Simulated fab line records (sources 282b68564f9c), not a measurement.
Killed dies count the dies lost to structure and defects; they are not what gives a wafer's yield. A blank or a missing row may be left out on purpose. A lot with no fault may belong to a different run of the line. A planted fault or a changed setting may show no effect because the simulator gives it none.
fab line records + flow ritCmos
record:
- lots: 14
- wafers: 42
- lastDay: 7
route steps=202 shown PSD@150 NLDD@160 M1@199
lots untouched by any fault: they come from a run of this same line in which no faults occurred
startH: hours from the record's first day to the start of the lot's first wafer shown + waitH: hours since the lot's step before + " repeats the value in the row above + L1.1+2: a single row standing in for several wafers + - no value, or no start was given + * or withheld: withheld + < > ~ a bound
route shown NAME@n: names a module that has steps shown in the file, with the first one's number in the route + usual: mean/standard deviation of fault-free wafers + same: alike in all rows + chamber/n: place in a boat + sites: per-site readings + _std_site: standard deviation across them + _edge_site: inner sites' mean taken away from outer sites' mean + radiusMm: how far each site lies from the wafer's centre + mask NAME#n: copy n + behind: the most recent tool/chamber to have shaped the wafer + hold: the reason the lot was held/the length of the hold in hours/how it ended + device: names the non-switching transistor (n, p or np) + end of line: tests run on the same wafers once the route is complete + a step given without rows: its recipe and nothing more + killed: the dies lost at the first sort to structure and to defects; this is not the yield of the wafer + map: dies across one wafer; x = killed, . = not, _ = none there
set.NAME: the setting the step ran with; set.NAME@STEP: the setting that earlier step ran with + model.NAME: the simulator's own value behind a step, which no gauge read
steps of the route over a sample of lots; a table a step, a row a wafer
services: from which hour (startH, from the record's first day; less than 0 if before it) a tool's chamber was out of use, for how many hours, and why
== steps ==
step: RIT_PSD_IMPLANT_08
recipe:
- species: BF2
- energyKev: 27
- doseCm2: 5e+15
- tiltDeg: 7
usual:
- beamEnergyKeV: 27.003/0.0076
| lot.wafer | tool         | chamber | startH | waitH | beamEnergyKeV |
|-----------|--------------|---------|--------|-------|---------------|
| L896.1    | implanter-02 | 0       | 48.58  | 0.1   | 26.999        |
| L896.3    | "            | 0       | "      | "     | 26.996        |
| L896.6    | "            | 0       | "      | "     | 26.995        |
| L898.2    | implanter-03 | 0       | 60.36  | 0.1   | 27.005        |
| L898.3    | "            | 0       | "      | "     | 27.004        |
| L898.4    | "            | 0       | "      | "     | 26.996        |
| L899.1    | implanter-02 | 0       | 64.47  | 0.1   | 27.013        |
| L899.3    | "            | 0       | "      | "     | 27.008        |
| L899.4    | "            | 0       | "      | "     | 27.013        |
| L900.1    | implanter-02 | 0       | 68.62  | 0.1   | 26.992        |
| L900.3    | "            | 0       | "      | "     | 27.005        |
| L900.4    | "            | 0       | "      | "     | 26.999        |
| L901.2    | implanter-01 | 0       | 73.76  | 0.1   | 27.014        |
| L901.3    | "            | 0       | "      | "     | 26.986        |
| L901.4    | "            | 0       | "      | "     | 26.992        |
| L902.3    | implanter-01 | 0       | 78.25  | 0.1   | 26.993        |
| L902.5    | "            | 0       | "      | "     | 26.997        |
| L902.6    | "            | 0       | "      | "     | 26.997        |
| L903.1    | implanter-01 | 0       | 83.29  | 0.1   | 27.003        |
| L903.5    | "            | 0       | "      | "     | 27.005        |
| L903.6    | "            | 0       | "      | "     | 27.009        |
| L910.1    | implanter-01 | 0       | 121.00 | 0.1   | 22.832        |
| L910.3    | "            | 0       | "      | "     | 22.842        |
| L910.6    | "            | 0       | "      | "     | 22.829        |
| L912.1    | implanter-01 | 0       | 129.94 | 0.1   | 22.833        |
| L912.3    | "            | 0       | "      | "     | 22.831        |
| L912.6    | "            | 0       | "      | "     | 22.843        |
| L914.2    | implanter-02 | 0       | 139.13 | 0.1   | 27.010        |
| L914.4    | "            | 0       | "      | "     | 27.012        |
| L914.5    | "            | 0       | "      | "     | 27.009        |
| L915.1    | implanter-03 | 0       | 144.88 | 0.1   | 27.011        |
| L915.2    | "            | 0       | "      | "     | 27.007        |
| L915.4    | "            | 0       | "      | "     | 27.011        |
| L916.2    | implanter-02 | 0       | 149.17 | 0.1   | 27.004        |
| L916.3    | "            | 0       | "      | "     | 26.992        |
| L916.5    | "            | 0       | "      | "     | 27.001        |
| L917.3    | implanter-02 | 0       | 154.77 | 0.1   | 27.005        |
| L917.4    | "            | 0       | "      | "     | 27.006        |
| L917.6    | "            | 0       | "      | "     | 27.000        |
| L918.2    | implanter-02 | 0       | 159.51 | 0.1   | 27.015        |
| L918.4    | "            | 0       | "      | "     | 27.008        |
| L918.5    | "            | 0       | "      | "     | 27.002        |
step: RIT_PSD_TW_MEAS_10
usual:
- PSD_TW: 3439/19
| lot.wafer | tool         | chamber | startH | waitH | PSD_TW |
|-----------|--------------|---------|--------|-------|--------|
| L896.1    | filmMetro-04 | -       | 48.90  | 0.1   | 3389   |
| L896.3    | "            | -       | "      | "     | 3410   |
| L896.6    | "            | -       | "      | "     | 3407   |
| L898.2    | filmMetro-01 | -       | 60.67  | 0.1   | 3436   |
| L898.3    | "            | -       | "      | "     | 3430   |
| L898.4    | "            | -       | "      | "     | 3431   |
| L899.1    | filmMetro-03 | -       | 64.80  | 0.1   | 3487   |
| L899.3    | "            | -       | "      | "     | 3476   |
| L899.4    | "            | -       | "      | "     | 3464   |
| L900.1    | filmMetro-04 | -       | 68.94  | 0.1   | 3415   |
| L900.3    | "            | -       | "      | "     | 3418   |
| L900.4    | "            | -       | "      | "     | 3414   |
| L901.2    | filmMetro-04 | -       | 74.07  | 0.1   | 3425   |
| L901.3    | "            | -       | "      | "     | 3432   |
| L901.4    | "            | -       | "      | "     | 3429   |
| L902.3    | filmMetro-04 | -       | 78.55  | 0.1   | 3425   |
| L902.5    | "            | -       | "      | "     | 3441   |
| L902.6    | "            | -       | "      | "     | 3439   |
| L903.1    | filmMetro-04 | -       | 83.61  | 0.1   | 3426   |
| L903.5    | "            | -       | "      | "     | 3423   |
| L903.6    | "            | -       | "      | "     | 3431   |
| L910.1    | filmMetro-03 | -       | 121.47 | 0.1   | 3297   |
| L910.3    | "            | -       | "      | "     | 3310   |
| L910.6    | "            | -       | "      | "     | 3312   |
| L912.1    | filmMetro-04 | -       | 130.26 | 0.1   | 3307   |
| L912.3    | "            | -       | "      | "     | 3293   |
| L912.6    | "            | -       | "      | "     | 3311   |
| L914.2    | filmMetro-04 | -       | 139.44 | 0.1   | 3426   |
| L914.4    | "            | -       | "      | "     | 3440   |
| L914.5    | "            | -       | "      | "     | 3439   |
| L915.1    | filmMetro-04 | -       | 145.21 | 0.1   | 3419   |
| L915.2    | "            | -       | "      | "     | 3438   |
| L915.4    | "            | -       | "      | "     | 3416   |
| L916.2    | filmMetro-04 | -       | 149.48 | 0.1   | 3413   |
| L916.3    | "            | -       | "      | "     | 3433   |
| L916.5    | "            | -       | "      | "     | 3415   |
| L917.3    | filmMetro-01 | -       | 155.07 | 0.1   | 3452   |
| L917.4    | "            | -       | "      | "     | 3475   |
| L917.6    | "            | -       | "      | "     | 3453   |
| L918.2    | filmMetro-03 | -       | 159.82 | 0.1   | 3461   |
| L918.4    | "            | -       | "      | "     | 3454   |
| L918.5    | "            | -       | "      | "     | 3463   |
step: RIT_SDANNEAL_RS_MEAS_04
recipe:
- thkMeasGauge: four-point-probe
usual:
- PSD_RS: 115.93/0.24
| lot.wafer | tool         | chamber | startH | waitH | PSD_RS[ohm/sq] |
|-----------|--------------|---------|--------|-------|----------------|
| L896.1    | filmMetro-03 | -       | 49.39  | 0.0   | 116.16         |
| L896.3    | "            | -       | "      | "     | 116.14         |
| L896.6    | "            | -       | "      | "     | 115.78         |
| L898.2    | filmMetro-03 | -       | 61.18  | 0.1   | 115.71         |
| L898.3    | "            | -       | "      | "     | 115.75         |
| L898.4    | "            | -       | "      | "     | 115.73         |
| L899.1    | filmMetro-01 | -       | 65.28  | 0.0   | 115.38         |
| L899.3    | "            | -       | "      | "     | 115.69         |
| L899.4    | "            | -       | "      | "     | 115.92         |
| L900.1    | filmMetro-03 | -       | 69.43  | 0.0   | 116.19         |
| L900.3    | "            | -       | "      | "     | 116.22         |
| L900.4    | "            | -       | "      | "     | 116.27         |
| L901.2    | filmMetro-03 | -       | 74.57  | 0.1   | 115.74         |
| L901.3    | "            | -       | "      | "     | 115.75         |
| L901.4    | "            | -       | "      | "     | 115.73         |
| L902.3    | filmMetro-01 | -       | 79.16  | 0.1   | 116.21         |
| L902.5    | "            | -       | "      | "     | 115.74         |
| L902.6    | "            | -       | "      | "     | 115.89         |
| L903.1    | filmMetro-01 | -       | 84.32  | 0.0   | 116.32         |
| L903.5    | "            | -       | "      | "     | 115.93         |
| L903.6    | "            | -       | "      | "     | 116.19         |
| L910.1    | filmMetro-01 | -       | 121.96 | 0.0   | 126.37         |
| L910.3    | "            | -       | "      | "     | 126.16         |
| L910.6    | "            | -       | "      | "     | 126.12         |
| L912.1    | filmMetro-01 | -       | 130.75 | 0.0   | 126.33         |
| L912.3    | "            | -       | "      | "     | 125.90         |
| L912.6    | "            | -       | "      | "     | 126.47         |
| L914.2    | filmMetro-04 | -       | 140.14 | 0.1   | 115.74         |
| L914.4    | "            | -       | "      | "     | 116.01         |
| L914.5    | "            | -       | "      | "     | 116.00         |
| L915.1    | filmMetro-03 | -       | 145.69 | 0.0   | 115.94         |
| L915.2    | "            | -       | "      | "     | 115.83         |
| L915.4    | "            | -       | "      | "     | 116.21         |
| L916.2    | filmMetro-03 | -       | 149.99 | 0.1   | 115.74         |
| L916.3    | "            | -       | "      | "     | 115.72         |
| L916.5    | "            | -       | "      | "     | 115.81         |
| L917.3    | filmMetro-04 | -       | 155.62 | 0.1   | 115.78         |
| L917.4    | "            | -       | "      | "     | 115.97         |
| L917.6    | "            | -       | "      | "     | 116.10         |
| L918.2    | filmMetro-03 | -       | 160.67 | 0.1   | 115.43         |
| L918.4    | "            | -       | "      | "     | 115.50         |
| L918.5    | "            | -       | "      | "     | 115.67         |
step: RIT_SDANNEAL_RS_MEAS_07
recipe:
- thkMeasGauge: four-point-probe
usual:
- NLDD_RS: 151.6/0.43
| lot.wafer | tool         | chamber | startH | waitH | NLDD_RS[ohm/sq] |
|-----------|--------------|---------|--------|-------|-----------------|
| L896.1    | filmMetro-03 | -       | 49.75  | 0.1   | 151.3           |
| L896.3    | "            | -       | "      | "     | 151.6           |
| L896.6    | "            | -       | "      | "     | 151.5           |
| L898.2    | filmMetro-03 | -       | 61.54  | 0.1   | 151.4           |
| L898.3    | "            | -       | "      | "     | 151.4           |
| L898.4    | "            | -       | "      | "     | 150.8           |
| L899.1    | filmMetro-01 | -       | 65.64  | 0.1   | 151.2           |
| L899.3    | "            | -       | "      | "     | 151.7           |
| L899.4    | "            | -       | "      | "     | 151.7           |
| L900.1    | filmMetro-03 | -       | 69.79  | 0.1   | 151.4           |
| L900.3    | "            | -       | "      | "     | 151.5           |
| L900.4    | "            | -       | "      | "     | 151.5           |
| L901.2    | filmMetro-03 | -       | 74.93  | 0.1   | 150.5           |
| L901.3    | "            | -       | "      | "     | 150.8           |
| L901.4    | "            | -       | "      | "     | 151.1           |
| L902.3    | filmMetro-01 | -       | 79.52  | 0.1   | 151.4           |
| L902.5    | "            | -       | "      | "     | 151.1           |
| L902.6    | "            | -       | "      | "     | 151.5           |
| L903.1    | filmMetro-01 | -       | 84.68  | 0.1   | 151.5           |
| L903.5    | "            | -       | "      | "     | 151.8           |
| L903.6    | "            | -       | "      | "     | 151.8           |
| L910.1    | filmMetro-01 | -       | 122.32 | 0.1   | 152.4           |
| L910.3    | "            | -       | "      | "     | 151.7           |
| L910.6    | "            | -       | "      | "     | 152.0           |
| L912.1    | filmMetro-01 | -       | 131.11 | 0.1   | 151.0           |
| L912.3    | "            | -       | "      | "     | 151.5           |
| L912.6    | "            | -       | "      | "     | 151.3           |
| L914.2    | filmMetro-04 | -       | 140.50 | 0.1   | 151.3           |
| L914.4    | "            | -       | "      | "     | 151.3           |
| L914.5    | "            | -       | "      | "     | 152.1           |
| L915.1    | filmMetro-03 | -       | 146.05 | 0.1   | 151.6           |
| L915.2    | "            | -       | "      | "     | 152.1           |
| L915.4    | "            | -       | "      | "     | 151.7           |
| L916.2    | filmMetro-03 | -       | 150.35 | 0.1   | 151.5           |
| L916.3    | "            | -       | "      | "     | 151.7           |
| L916.5    | "            | -       | "      | "     | 151.4           |
| L917.3    | filmMetro-04 | -       | 155.98 | 0.1   | 151.6           |
| L917.4    | "            | -       | "      | "     | 151.4           |
| L917.6    | "            | -       | "      | "     | 151.5           |
| L918.2    | filmMetro-03 | -       | 161.03 | 0.1   | 151.2           |
| L918.4    | "            | -       | "      | "     | 151.1           |
| L918.5    | "            | -       | "      | "     | 151.2           |
step: RIT_M1_CD_MEAS_90
recipe:
- targetCdNm: 2600
usual:
- cdNm: 2598.3/2.5
| lot.wafer | tool     | chamber | startH | waitH | cdNm   |
|-----------|----------|---------|--------|-------|--------|
| L896.1    | cdSem-02 | -       | 55.21  | 0.1   | 2599.0 |
| L896.3    | "        | -       | "      | "     | 2599.9 |
| L896.6    | "        | -       | "      | "     | 2598.8 |
| L898.2    | cdSem-02 | -       | 67.22  | 0.1   | 2600.0 |
| L898.3    | "        | -       | "      | "     | 2600.8 |
| L898.4    | "        | -       | "      | "     | 2599.4 |
| L899.1    | cdSem-02 | -       | 70.94  | 0.1   | 2597.9 |
| L899.3    | "        | -       | "      | "     | 2597.8 |
| L899.4    | "        | -       | "      | "     | 2599.9 |
| L900.1    | cdSem-01 | -       | 74.99  | 0.1   | 2598.0 |
| L900.3    | "        | -       | "      | "     | 2597.2 |
| L900.4    | "        | -       | "      | "     | 2598.5 |
| L901.2    | cdSem-02 | -       | 80.19  | 0.1   | 2596.9 |
| L901.3    | "        | -       | "      | "     | 2595.2 |
| L901.4    | "        | -       | "      | "     | 2599.9 |
| L902.3    | cdSem-02 | -       | 85.21  | 0.1   | 2595.6 |
| L902.5    | "        | -       | "      | "     | 2594.2 |
| L902.6    | "        | -       | "      | "     | 2595.4 |
| L903.1    | cdSem-01 | -       | 90.14  | 0.1   | 2595.4 |
| L903.5    | "        | -       | "      | "     | 2597.5 |
| L903.6    | "        | -       | "      | "     | 2597.1 |
| L910.1    | cdSem-01 | -       | 127.60 | 0.1   | 2594.0 |
| L910.3    | "        | -       | "      | "     | 2594.3 |
| L910.6    | "        | -       | "      | "     | 2594.7 |
| L912.1    | cdSem-02 | -       | 136.59 | 0.1   | 2595.1 |
| L912.3    | "        | -       | "      | "     | 2597.6 |
| L912.6    | "        | -       | "      | "     | 2597.8 |
| L914.2    | cdSem-02 | -       | 145.68 | 0.1   | 2602.1 |
| L914.4    | "        | -       | "      | "     | 2601.4 |
| L914.5    | "        | -       | "      | "     | 2599.3 |
| L915.1    | cdSem-01 | -       | 151.45 | 0.1   | 2597.9 |
| L915.2    | "        | -       | "      | "     | 2599.8 |
| L915.4    | "        | -       | "      | "     | 2601.7 |
| L916.2    | cdSem-01 | -       | 156.05 | 0.1   | 2597.6 |
| L916.3    | "        | -       | "      | "     | 2597.0 |
| L916.5    | "        | -       | "      | "     | 2597.3 |
| L917.3    | cdSem-01 | -       | 161.69 | 0.1   | 2598.6 |
| L917.4    | "        | -       | "      | "     | 2597.9 |
| L917.6    | "        | -       | "      | "     | 2601.1 |
| L918.2    | cdSem-01 | -       | 166.68 | 0.1   | 2595.2 |
| L918.4    | "        | -       | "      | "     | 2596.6 |
| L918.5    | "        | -       | "      | "     | 2598.9 |
step: RIT_M1_PROBE_99
usual:
- killedAtFrontEnd: 6/3.1
- killedDies: 6/3.1
- killedOpen: 3.4/1.9
- killedShort: 3.1/2
same:
- grossDies: 264
- killed_at_M0_to_M3: 0
- killed_at_M4_up: 0
- killedAtBackSide: 0
- killedAtContacts: 0
- killedAtOther: 0
| lot.wafer | tool      | chamber | startH | waitH | killedAtFrontEnd | killedDies | killedOpen | killedShort |
|-----------|-----------|---------|--------|-------|------------------|------------|------------|-------------|
| L910.1    | prober-01 | -       | 129.34 | 0.1   | 10               | 10         | 5          | 5           |
| L910.3    | prober-01 | -       | 129.44 | 0.2   | 12               | 12         | 7          | 5           |
| L910.6    | prober-01 | -       | 129.59 | 0.2   | 12               | 12         | 8          | 4           |
| L916.2    | prober-01 | -       | 157.82 | 0.1   | 2                | 2          | 1          | 1           |
| L916.3    | prober-01 | -       | 157.87 | 0.2   | 7                | 7          | 2          | 5           |
| L916.5    | prober-01 | -       | 157.97 | 0.2   | 7                | 7          | 2          | 5           |
killed by level:class
L910.1 SPACER:geometricParticle:open=3 GATE:geometricParticle:short=2 REOX:geometricParticle:short=2 FOX2:geometricParticle:open=1 GATE:geometricParticle:open=1 SPACER:geometricParticle:short=1
L910.3 GATE:geometricParticle:short=2 GATE:geometricParticle:open=2 REOX:geometricParticle:open=2 SPACER:geometricParticle:short=2 FOX2:geometricParticle:open=1 REOX:geometricParticle:short=1 SPACER:geometricParticle:open=1 SILICIDE:geometricParticle:open=1
L910.6 REOX:geometricParticle:open=6 REOX:geometricParticle:short=2 SILICIDE:geometricParticle:open=2 GATE:geometricParticle:short=1 SPACER:geometricParticle:short=1
L916.2 GATE:geometricParticle:open=1 SILICIDE:geometricParticle:short=1
L916.3 GATE:geometricParticle:short=3 FOX1:geometricParticle:short=1 FOX2:geometricParticle:open=1 GATE:geometricParticle:open=1 REOX:geometricParticle:short=1
L916.5 GATE:geometricParticle:short=4 FOX1:geometricParticle:open=1 FOX2:geometricParticle:open=1 SPACER:geometricParticle:short=1
== services ==
| tool         | chamber | startH | hours | kind   |
|--------------|---------|--------|-------|--------|
| implanter-02 | -       | 26.92  | 4.4   | repair |
| implanter-02 | -       | 44.78  | 2.9   | repair |
| implanter-01 | -       | 45.25  | 0.9   | repair |
| implanter-03 | -       | 73.07  | 11.8  | pm     |
| implanter-02 | -       | 73.58  | 2.8   | pm     |
| implanter-02 | -       | 127.50 | 3.1   | repair |
| implanter-02 | -       | 130.94 | 1.5   | repair |
| implanter-03 | -       | 148.18 | 2.4   | repair |
== key ==
firstSign:
- step: RIT_PSD_IMPLANT_08
- reading: beamEnergyKeV
- direction: down
- sigmas: 99+
- usual: 27.003
- struck: 22.835
effect:
- step: RIT_PSD_TW_MEAS_10
- reading: PSD_TW
- direction: down
- sigmas: 7.1
- usual: 3439
- struck: 3305
effect:
- step: RIT_SDANNEAL_RS_MEAS_04
- reading: PSD_RS
- direction: up
- sigmas: 43
- usual: 115.93
- struck: 126.23
metAt RIT_PSD_IMPLANT_08
struckLots L910,L912
testerLeftOut L910,L912
notActingAt RIT_SDANNEAL_RS_MEAS_07,RIT_M1_CD_MEAS_90
onsetBetween 83.29 121.00
fault:
- kind: processParameterDrift
- tool: implanter-01
- chamber: -
- onsetH: 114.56
- steps: RIT_PSD_IMPLANT_08
- channel: energyKev
- offset: -4.1654
- shape: step
- endH: 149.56
- actsIn: theseRecipesOnly
- stated: 27
testerLeftOut: of these lots the tester's yield and bins aren't shown, on N5 and GAA mostly nor the transistor test; their killed dies are dies lost to structure and defects alone, not to doping, threshold or leakage, so they don't give the yield
